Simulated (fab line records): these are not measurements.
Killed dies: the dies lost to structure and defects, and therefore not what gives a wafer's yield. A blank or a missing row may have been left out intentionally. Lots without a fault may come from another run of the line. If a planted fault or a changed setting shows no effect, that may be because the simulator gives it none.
Problem report, 8D (eight disciplines) form, completed by code :: flow rit cmos :: the parts of the form that need people (team, actions taken, sign-off) are left out

1. THE PROBLEM
RIT_SPACER_ETCHBACK_05, run length s: mean 311.2 s over 1 wafer from 1 lot; wafers with no fault: 268.3 s, standard deviation 0.44. That is +97 standard deviations from the usual mean.
The step: etches Si3N4 in SF6/CHF3, stops on SiO2, target depth 250 nm, time 240 s.
First seen on wafer L407.2, day 5 01:39, on rie diel-04. At this step, 39 wafers from 13 lots have a number in the record. The rule behind "out" and "out of limits": a value lying over 4 standard deviations away from the usual mean. All remaining wafers that have a number are taken as sound.

2. WHAT IT IS, AND WHAT IT ISN'T
question: which readings at this step
is: run length s, oes product au
is not: drypump motor current A, throttle valve pct

question: which lots
is: L407
is not: L397, L399, L401, L402, L405, L411, L412, L414, L417, L418, L419, L420

question: which wafers of those lots
is: L407.2
is not: L407.1, L407.6

question: read on which tools
is: rie diel-04
is not: rie diel-02, rie diel-03

question: when
is: from day 5 01:39
is not: up to then (17 sound wafers); but 21 sound wafers of L411, L412, L414, L417, L418, L419, L420 came after

3. SUSPECTS, AND WHAT RULES EACH OUT
Counting: any tool at a process step up to the reading remains a suspect provided it ran every lot that is out. Sound lots after the first of them don't rule it out here, since some wafers of a struck lot are sound.
- rie diel-04 at RIT_SPACER_ETCHBACK_05 (etches Si3N4 in SF6/CHF3, stops on SiO2, target depth 250 nm, time 240 s): kept. It processed L407, the lot that is out, at day 5 01:39, and its most recent sound lot before then was L402 at day 4 06:53. Its own readings are out on those wafers: oes product au, run length s.
- At RIT_SPACER_ETCHBACK_05, inside rie diel-04: chamber 3 took the wafers that are out, while their sound lot-mates went through chambers 0, 2.
Remaining after the count: rie diel-04 at RIT_SPACER_ETCHBACK_05.

4. THE CAUSE (what the simulator had put in)
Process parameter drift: rie diel-04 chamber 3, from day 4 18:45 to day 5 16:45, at RIT_SPACER_ETCHBACK_05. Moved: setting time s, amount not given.
This tool alone remained once counting was done.

5. THE CHAIN OF EFFECTS, in route order
Each row: a reading whose mean over the struck wafers that have a number lies more than 3 standard deviations from the usual. Scope: only readings with a usual standard deviation given in the record; hours: median across lots of the time from each lot's start at the first step in this table that gives one to its start at this step; sigmas: change in usual standard deviations.
hours: 0
step: RIT_SPACER_ETCHBACK_05
reading: oes product au
usual: 0.841 a.u.
on struck wafers: 0.762
change: -0.079
sigmas: -6.1

hours: 0
step: RIT_SPACER_ETCHBACK_05
reading: run length s
usual: 268.3 s
on struck wafers: 311.2
change: +42.9
sigmas: +97
It contains these process steps:
- RIT_SPACER_ETCHBACK_05: etches Si3N4 in SF6/CHF3, stops on SiO2, target depth 250 nm, time 240 s.

6. WHAT WOULD HAVE CAUGHT IT SOONER
7 hours passed between the start of the fault at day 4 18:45 and the first reading out of limits in this record, taken at day 5 01:39.
